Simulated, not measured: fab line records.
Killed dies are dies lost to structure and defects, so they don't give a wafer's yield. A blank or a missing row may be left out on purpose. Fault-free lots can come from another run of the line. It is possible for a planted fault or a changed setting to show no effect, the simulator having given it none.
The tool behind it: which one?	flow berkeley cmos170	13 lots with 39 wafers sampled at 6 steps, on a route of 331 steps

== WHAT THE GAUGES SHOWED, per wafer ==
UCB170_WELLDRIVE_THK_MEAS_02.
lot	measured	on	WELLDRIVE_OXIDE_THK (nm)
L503	day 3 10:10	film metro-02	198 200 199
L502	day 3 10:11	film metro-03	205 205 204
L504	day 3 18:14	film metro-03	197 196 197
L505	day 4 02:49	film metro-03	201 200 198
L507	day 4 09:05	film metro-03	203 203 201
L506	day 4 09:05	film metro-01	197 200 198
L508	day 4 15:28	film metro-01	198 197 201
L510	day 5 08:42	film metro-01	200 201 198
L515	day 6 08:26	film metro-01	205 207 205
L518	day 6 20:52	film metro-01	201 197 200
L521	day 7 13:04	film metro-01	196 196 200
L522	day 7 13:05	film metro-03	196 195 198
L524	day 8 02:31	film metro-02	196 196 198

UCB170_M2_CD_MEAS_90 targets a cd of 700 nm.
lot	measured	on	cd nm (nm)
L503	day 7 10:27	cd sem-01	698.8 695.5 695.4
L502	day 7 10:45	cd sem-02	697.0 700.0 696.2
L504	day 7 12:46	cd sem-01	696.3 697.7 696.0
L505	day 8 09:31	cd sem-01	694.8 695.6 694.9
L507	day 8 08:50	cd sem-01	696.6 697.3 697.6
L506	day 8 08:35	cd sem-02	694.4 695.5 698.6
L508	day 8 17:28	cd sem-01	697.6 697.0 696.5
L510	day 9 12:37	cd sem-02	699.4 681.0 676.7 699.3 680.7 676.6
L515	day 10 06:05	cd sem-02	697.4 696.3 678.7 697.1 696.3 678.3
L518	day 10 18:22	cd sem-02	704.8 700.6 700.4
L521	day 11 13:37	cd sem-02	693.7 697.5 694.7
L522	day 11 13:37	cd sem-01	699.3 703.2 695.8
L524	day 11 22:29	cd sem-01	694.1 691.0 692.9

== WHAT TOOL EACH LOT RAN ON (gives the tool, then ch and the chambers of the sampled wafers, and finally the start) ==
lot	UCB170_PFIELD_STRIP_08	UCB170_GATE_ETCH_14	UCB170_M2_METAL_ETCH_18	UCB170_M2_STRIP_19
L503	plasma asher-02 ch 0,1, day 4 04:02	rie diel-04 ch 1,2,3, day 5 20:11	rie metal-02 ch 0,1, day 7 10:10	plasma asher-04 ch 0,1, day 7 10:21
L502	plasma asher-01 ch 0,1, day 4 04:07	rie diel-03 ch 2,3, day 5 20:03	rie metal-04 ch 0,1, day 7 10:29	plasma asher-01 ch 0,1, day 7 10:39
L504	plasma asher-04 ch 0,1, day 4 09:50	rie diel-03 ch 2,3, day 6 06:27	rie metal-01 ch 0,1, day 7 12:28	plasma asher-02 ch 0,1, day 7 12:39
L505	plasma asher-01 ch 0,1, day 4 19:43	rie diel-02 ch 1,3, day 6 13:09	rie metal-04 ch 0, day 8 09:03	plasma asher-04 ch 0,1, day 8 09:25
L507	plasma asher-04 ch 0, day 5 02:27	rie diel-03 ch 1,2, day 6 18:33	rie metal-01 ch 0,1, day 8 08:31	plasma asher-04 ch 0,1, day 8 08:43
L506	plasma asher-01 ch 0,1, day 5 01:19	rie diel-04 ch 1,2,3, day 6 19:04	rie metal-02 ch 0,1, day 8 08:19	plasma asher-02 ch 0,1, day 8 08:28
L508	plasma asher-01 ch 0,1, day 5 09:22	rie diel-03 ch 2,3, day 7 05:46	rie metal-04 ch 0,1, day 8 17:11	plasma asher-02 ch 0,1, day 8 17:20
L510	plasma asher-02 ch 0,1, day 6 04:53	rie diel-04 ch 2,3, day 7 22:45	rie metal-04 ch 0,1, day 9 12:17	plasma asher-02 ch 0,1, day 9 12:27
L515	plasma asher-01 ch 0,1, day 7 03:56	rie diel-04 ch 0,1,3, day 9 00:26	rie metal-04 ch 0,1, day 10 05:47	plasma asher-01 ch 0,1, day 10 05:59
L518	plasma asher-01 ch 0,1, day 7 15:20	rie diel-03 ch 0,2,3, day 9 06:13	rie metal-02 ch 0,1, day 10 18:03	plasma asher-01 ch 0,1, day 10 18:14
L521	plasma asher-02 ch 0,1, day 8 08:47	rie diel-04 ch 0,1,2, day 9 22:17	rie metal-01 ch 0,1, day 11 13:19	plasma asher-02 ch 0,1, day 11 13:31
L522	plasma asher-01 ch 0,1, day 8 08:28	rie diel-03 ch 2,3, day 9 22:46	rie metal-02 ch 0,1, day 11 13:20	plasma asher-04 ch 0,1, day 11 13:31
L524	plasma asher-01 ch 1, day 8 23:22	rie diel-02 ch 0,1,2, day 10 14:22	rie metal-01 ch 0, day 11 22:11	plasma asher-01 ch 0,1, day 11 22:22
- UCB170_PFIELD_STRIP_08: strips in O2.
- UCB170_GATE_ETCH_14: etches BARC in N2/H2.
- UCB170_M2_METAL_ETCH_18: etches Al in Cl2/BCl3, stops on SiO2, target depth 1170 nm, time 195 s.
- UCB170_M2_STRIP_19: strips in O2.

== AS READ BY THE TOOLS THEMSELVES (means over the sampled wafers that have a number; for cases with no such wafer, the mark the record gives instead) ==
UCB170_PFIELD_STRIP_08.
lot	tool	drypump motor current A (A)	oes product au (a.u.)	strip time to endpoint s (s)
L503	plasma asher-02	5.6	0.730	21.63
L502	plasma asher-01	6.1	0.734	21.61
L504	plasma asher-04	5.6	0.731	21.49
L505	plasma asher-01	6.1	0.741	21.69
L507	plasma asher-04	4.7	0.733	21.63
L506	plasma asher-01	6.1	0.737	21.67
L508	plasma asher-01	5.7	0.735	21.58
L510	plasma asher-02	5.7	0.735	21.64
L515	plasma asher-01	6.1	0.733	21.71
L518	plasma asher-01	6.1	0.736	21.67
L521	plasma asher-02	5.6	0.737	21.56
L522	plasma asher-01	6.1	0.737	21.62
L524	plasma asher-01	5.4	0.733	21.63

UCB170_GATE_ETCH_14.
lot	tool	drypump motor current A (A)	oes product au (a.u.)	rf fwd power W (W)	throttle valve pct (%)
L503	rie diel-04	5.5	1.001	494.1	13.48
L502	rie diel-03	5.9	1.013	492.0	13.07
L504	rie diel-03	5.9	1.006	494.2	13.24
L505	rie diel-02	5.4	1.012	492.5	13.00
L507	rie diel-03	5.9	1.022	493.2	13.12
L506	rie diel-04	5.5	1.011	491.8	13.49
L508	rie diel-03	5.9	1.014	493.8	13.07
L510	rie diel-04	5.4	1.011	495.1	13.50
L515	rie diel-04	5.6	1.018	495.1	13.39
L518	rie diel-03	5.6	1.001	495.4	13.21
L521	rie diel-04	5.8	1.011	495.0	13.46
L522	rie diel-03	5.9	1.004	496.1	13.25
L524	rie diel-02	5.9	0.995	493.8	13.22

UCB170_M2_METAL_ETCH_18.
lot	tool	drypump motor current A (A)	oes product au (a.u.)	rf fwd power W (W)	throttle valve pct (%)
L503	rie metal-02	5.9	0.868	597.8	24.38
L502	rie metal-04	5.1	0.856	597.1	24.28
L504	rie metal-01	5.7	0.836	596.1	24.44
L505	rie metal-04	5.1	0.856	599.9	24.23
L507	rie metal-01	5.6	0.860	597.5	24.42
L506	rie metal-02	5.8	0.865	598.7	24.52
L508	rie metal-04	5.2	0.842	597.2	24.22
L510	rie metal-04	5.1	0.851	758.1	24.22
L515	rie metal-04	5.2	0.847	678.0	24.23
L518	rie metal-02	5.8	0.855	597.3	24.52
L521	rie metal-01	5.7	0.849	597.9	24.43
L522	rie metal-02	5.9	0.867	599.7	24.38
L524	rie metal-01	5.7	0.832	599.0	24.29

UCB170_M2_STRIP_19.
lot	tool	drypump motor current A (A)	oes product au (a.u.)
L503	plasma asher-04	5.6	0.547
L502	plasma asher-01	6.2	0.534
L504	plasma asher-02	5.6	0.560
L505	plasma asher-04	5.1	0.530
L507	plasma asher-04	5.6	0.555
L506	plasma asher-02	5.4	0.544
L508	plasma asher-02	5.6	0.544
L510	plasma asher-02	5.4	0.392
L515	plasma asher-01	5.8	0.469
L518	plasma asher-01	6.1	0.560
L521	plasma asher-02	5.7	0.563
L522	plasma asher-04	5.6	0.552
L524	plasma asher-01	5.8	0.577

== THE ANSWER, worked out from the rows above alone ==
Rule: usual is defined by the lots themselves. The widest of any qualifying gaps counts: lots, ordered by their means at a reading, are off when they make up no more than a third of the lots, leave a main group of 4 or more, and stand apart from it by 3 or more times the standard deviation of that group's means. The tables above print the reading to a certain number of digits; a main group whose means all agree to those digits is not used. Also off: a lot with no number at a reading for which 4 or more lots have one. Where the step has rows for the other lots, those lots are counted as sound. Order of review: gauges by route order, followed by the tools' own readings, for which a lot's mean as printed above is used. At the first step where some lot is off, the reading lying furthest off is the one used; lots without a number count as furthest.
Off: L510, L515 (UCB170_M2_METAL_ETCH_18, rf fwd power W). The main group has a mean of 598.0 W with a standard deviation of 1.1.
If a tool, at that step or one of the process steps before it, ran each lot that is off and ran no sound lot following the first of them, it fits. One fits: UCB170_M2_METAL_ETCH_18 on rie metal-04. A fault onset in the window from L508 (day 8 17:11, its last sound lot) to L510 (day 9 12:17, its first lot off) fits.
The tool's own readings at UCB170_M2_METAL_ETCH_18 bear it out: on the lots that are off they differ by more than 5 times the standard deviation of the sound lots' means. rf fwd power W reads 718.0 W there against 598.0 W on the sound lots.

== WHAT HAD BEEN PUT IN BY THE SIMULATOR ==
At UCB170_M2_METAL_ETCH_18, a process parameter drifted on rie metal-04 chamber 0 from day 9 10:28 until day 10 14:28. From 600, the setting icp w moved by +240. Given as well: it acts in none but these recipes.
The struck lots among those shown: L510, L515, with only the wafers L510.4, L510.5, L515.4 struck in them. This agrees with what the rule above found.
